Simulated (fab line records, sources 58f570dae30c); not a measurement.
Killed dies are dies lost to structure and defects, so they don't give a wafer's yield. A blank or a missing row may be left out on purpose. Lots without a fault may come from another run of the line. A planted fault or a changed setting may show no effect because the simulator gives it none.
A struck lot beside a sound one | flow berkeley_cmos170 | 14 steps out of a route of 331
Sound: wafers L227.1, L227.2, L227.6. Struck: wafers L230.1, L230.3, L230.4. The cause comes at the end.
At each step with rows: each side's tool, then ch and its chambers, then its first start. Under that, the readings that differ: sound wafers | struck wafers | difference of the means | sigmas: that difference in standard deviations of wafers without a fault.
alike: readings whose means differ by less than 2 such deviations, and words and numbers that are the same on both sides. not compared: withheld readings, readings that some wafer has no value for, bounds like >300 that may hide the same value, and numbers for which the record gives no deviation and whose values overlap.
The two part at a step that has a row with sigmas, a row that says differs or no value, or rows on one side only. Numbers that don't overlap but have no deviation are shown without sigmas and don't part them. A reading that every wafer of one side lacks parts them only if that side has two wafers or more.

first, 3 steps without rows for these wafers: UCB170_ACTIVE_EXPOSE_10 (exposes mask ACTIVE, target cd 1200 nm); UCB170_ACTIVE_PEB_11; UCB170_ACTIVE_DEVELOP_12 (develop time 45 s).
UCB170_ACTIVE_CD_MEAS_13: target cd 1200 nm.
  sound on cd_sem-02, day 7 12:22; struck on cd_sem-02, day 8 08:49
  alike: cd_nm
UCB170_ACTIVE_OVL_MEAS_14:
  sound on overlay-02, day 7 12:29; struck on overlay-02, day 8 08:56
  alike: ACTIVE_OVL
UCB170_ACTIVE_ETCH_15: etches Si3N4 in CH3F/Ar/O2, stops on SiO2, target depth 242 nm, time 151 s.
  sound on rie_diel-02 ch 1,3, day 7 12:32; struck on rie_diel-02 ch 0,2,3, day 8 08:58
  alike: drypump_motor_current_A, mfc_ar_sccm, oes_product_au, throttle_valve_pct
  not compared: rf_hours_counter_h
UCB170_ACTIVE_STRIP_16: strips in O2.
  sound on plasma_asher-02 ch 0,1, day 7 12:38; struck on plasma_asher-04 ch 0,1, day 8 09:04
  alike: drypump_motor_current_A, oes_product_au, strip_time_to_endpoint_s
  not compared: rf_hours_counter_h
UCB170_ACTIVE_CD_MEAS_90: target cd 1200 nm.
  sound on cd_sem-01, day 7 12:45; struck on cd_sem-02, day 8 09:10
  alike: cd_nm
then, 4 steps without rows for these wafers: UCB170_ACTIVE_CLEAN_17 (cleans in SPM, time 600 s); UCB170_PFIELD_HMDS_00 (prime time 60 s); UCB170_PFIELD_COAT_01 (resist thk 900 nm); UCB170_PFIELD_SOFTBAKE_02 (time 60 s).
UCB170_PFIELD_EXPOSE_03: exposes mask PFIELD, target cd 1500 nm.
  sound on krf_scanner-02 ch 0, day 7 14:07; struck on krf_scanner-02, day 8 10:02
  no value came back on the struck wafers for exposure_dose_mJ_cm2, focus_offset_nm (nm); on the sound wafers exposure_dose_mJ_cm2 reads 30.52 30.50 30.44
  alike: mask
then, 1 step without rows for these wafers: UCB170_PFIELD_PEB_04.

WHERE THEY PART
Only at UCB170_PFIELD_EXPOSE_03, within this record.

WHY: what the simulator had put in
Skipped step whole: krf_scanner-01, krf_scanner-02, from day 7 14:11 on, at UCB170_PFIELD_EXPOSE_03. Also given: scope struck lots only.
